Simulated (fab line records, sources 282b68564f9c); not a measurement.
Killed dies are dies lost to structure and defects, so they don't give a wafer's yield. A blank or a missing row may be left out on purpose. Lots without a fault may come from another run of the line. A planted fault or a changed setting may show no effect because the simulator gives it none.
Which tool did it? | flow rit_cmos | 14 lots, 42 wafers sampled, at 6 steps of a route of 202

WHAT THE GAUGES READ, wafer by wafer
RIT_SDANNEAL_RS_MEAS_04: measures by four-point-probe. Usual: PSD_RS 115.8 ohm/sq, standard deviation 0.34.
lot  | measured    | on            | PSD_RS (ohm/sq)   | flag
L540 | day 3 03:41 | film_metro-04 | 116.0 115.7 115.8 |
L541 | day 3 08:08 | film_metro-02 | 115.4 115.8 115.5 |
L542 | day 3 21:39 | film_metro-02 | 115.3 115.5 115.2 |
L543 | day 3 22:26 | film_metro-04 | 115.7 116.2 116.1 |
L544 | day 4 01:23 | film_metro-01 | 116.1 115.7 116.2 |
L545 | day 4 08:22 | film_metro-02 | 115.8 116.0 116.1 |
L547 | day 4 19:26 | film_metro-04 | 116.1 115.9 115.9 |
L548 | day 4 19:56 | film_metro-01 | 116.3 116.3 116.6 |
L549 | day 5 04:01 | film_metro-04 | 116.1 116.1 116.2 |
L550 | day 5 07:58 | film_metro-02 | 114.0 113.7 113.3 | OFF
L552 | day 5 19:39 | film_metro-01 | 113.4 113.5 113.3 | OFF
L559 | day 7 06:25 | film_metro-01 | 116.1 116.1 115.9 |
L561 | day 7 14:31 | film_metro-02 | 115.9 115.4 115.5 |
L563 | day 8 03:36 | film_metro-02 | 115.3 115.7 115.4 |

RIT_SDANNEAL_RS_MEAS_06: measures by four-point-probe. Usual: PLDD_RS 178.6 ohm/sq, standard deviation 0.41.
lot  | measured    | on            | PLDD_RS (ohm/sq)  | flag
L540 | day 3 03:56 | film_metro-04 | 178.8 178.7 178.5 |
L541 | day 3 08:23 | film_metro-02 | 178.3 178.6 178.7 |
L542 | day 3 21:53 | film_metro-02 | 178.4 177.9 178.3 |
L543 | day 3 22:40 | film_metro-04 | 178.6 179.2 178.4 |
L544 | day 4 01:38 | film_metro-01 | 179.2 178.7 179.3 |
L545 | day 4 08:36 | film_metro-02 | 178.7 178.7 178.6 |
L547 | day 4 19:41 | film_metro-04 | 179.1 178.6 178.9 |
L548 | day 4 20:10 | film_metro-01 | 178.2 178.1 178.6 |
L549 | day 5 04:16 | film_metro-04 | 179.0 179.2 178.8 |
L550 | day 5 08:13 | film_metro-02 | 176.6 175.9 176.4 | OFF
L552 | day 5 19:53 | film_metro-01 | 176.2 176.0 176.6 | OFF
L559 | day 7 06:39 | film_metro-01 | 178.5 178.8 178.7 |
L561 | day 7 14:46 | film_metro-02 | 178.9 178.5 178.1 |
L563 | day 8 03:50 | film_metro-02 | 178.2 178.1 178.3 |

RIT_SILICIDE_THK_MEAS_03: measures by xrf. Usual: SILICIDE_TI_THK 29.6 nm, standard deviation 0.37.
lot  | measured    | on            | SILICIDE_TI_THK (nm) | flag
L540 | day 3 04:26 | film_metro-03 | 29.4 29.2 28.8       |
L541 | day 3 08:54 | film_metro-04 | 30.4 30.5 30.2       |
L542 | day 3 22:23 | film_metro-03 | 29.6 30.0 29.6       |
L543 | day 3 23:11 | film_metro-03 | 29.4 29.2 29.7       |
L544 | day 4 02:10 | film_metro-04 | 29.6 29.6 29.6       |
L545 | day 4 09:07 | film_metro-03 | 30.1 29.6 29.8       |
L547 | day 4 20:12 | film_metro-03 | 30.0 30.3 30.0       |
L548 | day 4 20:41 | film_metro-04 | 29.3 29.3 29.4       |
L549 | day 5 04:47 | film_metro-03 | 30.2 30.3 30.3       |
L550 | day 5 08:43 | film_metro-02 | 29.3 29.2 29.2       |
L552 | day 5 20:25 | film_metro-02 | 30.1 29.9 29.5       |
L559 | day 7 07:11 | film_metro-04 | 29.2 29.2 29.0       |
L561 | day 7 15:17 | film_metro-04 | 29.8 29.6 29.7       |
L563 | day 8 04:22 | film_metro-02 | 29.4 29.2 29.0       |

RIT_CONTACT_CD_MEAS_08: target cd 1000 nm. Usual: cd_nm 998.9 nm, standard deviation 2.
lot  | measured    | on        | cd_nm (nm)           | flag
L540 | day 3 05:46 | cd_sem-02 | 999.8 1000.2 998.4   |
L541 | day 3 10:20 | cd_sem-02 | 997.7 999.8 998.6    |
L542 | day 3 23:44 | cd_sem-02 | 999.7 998.3 999.2    |
L543 | day 4 00:50 | cd_sem-02 | 1001.2 1001.9 1002.4 |
L544 | day 4 03:49 | cd_sem-02 | 994.2 995.2 997.4    |
L545 | day 4 10:26 | cd_sem-02 | 997.0 998.4 1000.7   |
L547 | day 4 21:31 | cd_sem-01 | 1003.7 1002.5 999.4  |
L548 | day 4 22:13 | cd_sem-02 | 997.7 996.3 996.4    |
L549 | day 5 06:19 | cd_sem-01 | 998.9 1000.3 1000.4  |
L550 | day 5 10:10 | cd_sem-02 | 998.6 998.9 999.3    |
L552 | day 5 21:51 | cd_sem-02 | 1000.8 999.2 997.8   |
L559 | day 7 08:37 | cd_sem-02 | 999.0 999.4 998.2    |
L561 | day 7 16:35 | cd_sem-01 | 995.0 996.6 996.8    |
L563 | day 8 05:48 | cd_sem-02 | 997.7 997.6 999.3    |

WHICH TOOL RAN EACH LOT (tool, then ch and the chambers of the sampled wafers, then the start)
lot  | RIT_SDANNEAL_RTA_03             | RIT_SILICIDE_RTA_06
L540 | rtp_anneal-01 ch 0, day 3 03:37 | rtp_anneal-01 ch 0, day 3 04:36
L541 | rtp_anneal-02 ch 0, day 3 08:05 | rtp_anneal-02 ch 0, day 3 09:04
L542 | rtp_anneal-01 ch 0, day 3 21:34 | rtp_anneal-02 ch 0, day 3 22:34
L543 | rtp_anneal-02 ch 0, day 3 22:21 | rtp_anneal-02 ch 0, day 3 23:21
L544 | rtp_anneal-01 ch 0, day 4 01:20 | rtp_anneal-01 ch 0, day 4 02:20
L545 | rtp_anneal-02 ch 0, day 4 08:17 | rtp_anneal-02 ch 0, day 4 09:17
L547 | rtp_anneal-02 ch 0, day 4 19:22 | rtp_anneal-01 ch 0, day 4 20:22
L548 | rtp_anneal-01 ch 0, day 4 19:52 | rtp_anneal-01 ch 0, day 4 20:51
L549 | rtp_anneal-02 ch 0, day 5 03:58 | rtp_anneal-02 ch 0, day 5 04:57
L550 | rtp_anneal-01 ch 0, day 5 07:53 | rtp_anneal-01 ch 0, day 5 08:53
L552 | rtp_anneal-01 ch 0, day 5 19:35 | rtp_anneal-01 ch 0, day 5 20:35
L559 | rtp_anneal-02 ch 0, day 7 06:21 | rtp_anneal-02 ch 0, day 7 07:20
L561 | rtp_anneal-02 ch 0, day 7 14:28 | rtp_anneal-02 ch 0, day 7 15:27
L563 | rtp_anneal-02 ch 0, day 8 03:32 | rtp_anneal-02 ch 0, day 8 04:32
- RIT_SDANNEAL_RTA_03: time 5 s.
- RIT_SILICIDE_RTA_06: time 10 s, ramp up 5 s, ramp down 10 s.

WHAT THE TOOLS THEMSELVES READ (means of the sampled wafers that have a number; where no wafer has one, the mark that the record gives instead)
RIT_SDANNEAL_RTA_03. Usual: wafer_temp_C_max 1053.3, standard deviation 1.1.
lot  | tool          | wafer_temp_C_max | flag
L540 | rtp_anneal-01 | 1053.9           |
L541 | rtp_anneal-02 | 1052.7           |
L542 | rtp_anneal-01 | 1052.9           |
L543 | rtp_anneal-02 | 1053.9           |
L544 | rtp_anneal-01 | 1054.2           |
L545 | rtp_anneal-02 | 1053.3           |
L547 | rtp_anneal-02 | 1053.7           |
L548 | rtp_anneal-01 | 1053.5           |
L549 | rtp_anneal-02 | 1053.2           |
L550 | rtp_anneal-01 | 1052.7           |
L552 | rtp_anneal-01 | 1052.3           |
L559 | rtp_anneal-02 | 1053.7           |
L561 | rtp_anneal-02 | 1052.8           |
L563 | rtp_anneal-02 | 1053.7           |

RIT_SILICIDE_RTA_06. Usual: wafer_temp_C_max 753.2, standard deviation 0.68.
lot  | tool          | wafer_temp_C_max | flag
L540 | rtp_anneal-01 | 752.9            |
L541 | rtp_anneal-02 | 753.7            |
L542 | rtp_anneal-02 | 753.6            |
L543 | rtp_anneal-02 | 753.4            |
L544 | rtp_anneal-01 | 752.4            |
L545 | rtp_anneal-02 | 753.4            |
L547 | rtp_anneal-01 | 752.9            |
L548 | rtp_anneal-01 | 753.0            |
L549 | rtp_anneal-02 | 752.7            |
L550 | rtp_anneal-01 | 753.3            |
L552 | rtp_anneal-01 | 752.8            |
L559 | rtp_anneal-02 | 753.6            |
L561 | rtp_anneal-02 | 753.7            |
L563 | rtp_anneal-02 | 753.7            |

THE ANSWER, worked out from the rows above alone
Rule: a lot is off if the mean of its wafers that have a number lies more than 3 standard deviations from the usual mean. A lot without any number at a reading at which 4 lots or more have one is off too. The other lots that the step has rows for count as sound. The gauges are gone through in route order, then the tools' own readings, and for those a lot's mean is taken as printed above. The first step at which some lot is off is used, and at that step the reading that is off furthest; a lot without a number counts as furthest.
Off: L550, L552, at RIT_SDANNEAL_RS_MEAS_04 (PSD_RS).
A tool fits if, at a process step before that reading, it ran every lot that is off, and no sound lot after the first of them. The gauges at RIT_SDANNEAL_RS_MEAS_04 are tried like those tools. One fits: rtp_anneal-01 at RIT_SDANNEAL_RTA_03. Its last sound lot is L548 (day 4 19:52), its first lot that is off L550 (day 5 07:53): a fault that began between those two fits.

WHAT THE SIMULATOR HAD PUT IN
Process parameter drift: rtp_anneal-01, from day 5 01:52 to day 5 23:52, at RIT_SDANNEAL_RTA_03. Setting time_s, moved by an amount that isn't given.
Lots struck among those shown: L550, L552. The rule above found the same.
